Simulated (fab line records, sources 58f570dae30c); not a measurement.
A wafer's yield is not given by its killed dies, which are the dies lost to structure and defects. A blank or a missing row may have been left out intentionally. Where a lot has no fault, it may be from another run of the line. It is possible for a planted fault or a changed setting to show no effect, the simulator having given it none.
Which of the tools did it? / flow berkeleyCmos170 / 18 wafers sampled from 6 lots at 1 step of a route of 331

== WHAT EACH GAUGE READ, for each wafer ==
UCB170_PWELL_THK_MEAS_06.
lot=L551; measured=day 3 09:20; on=filmMetro-02; PWELL_NITRIDE_THK (nm)=219.7 220.7 219.5
lot=L553; measured=day 3 16:31; on=filmMetro-01; PWELL_NITRIDE_THK (nm)=220.1 220.4 220.4
lot=L560; measured=day 5 17:30; on=filmMetro-02; PWELL_NITRIDE_THK (nm)=219.1 219.3 218.9
lot=L565; measured=day 6 15:10; on=filmMetro-01; PWELL_NITRIDE_THK (nm)=219.4 219.0 218.4
lot=L569; measured=day 7 07:04; on=filmMetro-04; PWELL_NITRIDE_THK (nm)=220.4 220.9 221.7
lot=L572; measured=day 7 18:36; on=filmMetro-01; PWELL_NITRIDE_THK (nm)=217.9 217.2 217.3

== EACH LOT AND THE TOOL THAT RAN IT (in order: tool; ch and the chambers of the sampled wafers; start) ==
Record: no process step prior to these readings.

== THE ANSWER, worked out from the rows above alone ==
Rule: usual is defined by the lots themselves. Put in order of their means at a reading, lots are off if they are a third of the lots or fewer, leave a main group of 4 or more, and stand apart from it by a gap of 3 or more times the standard deviation of the main group's means; of several such gaps the widest counts. The tables above print the reading to a certain number of digits; a main group whose means all agree to those digits is not used. A lot without any number at a reading at which 4 lots or more have one is off too. Where the step has rows for the other lots, those lots are counted as sound.
None of the lots is off at any reading shown; this tells nothing.

== WHAT THE SIMULATOR PUT IN ==
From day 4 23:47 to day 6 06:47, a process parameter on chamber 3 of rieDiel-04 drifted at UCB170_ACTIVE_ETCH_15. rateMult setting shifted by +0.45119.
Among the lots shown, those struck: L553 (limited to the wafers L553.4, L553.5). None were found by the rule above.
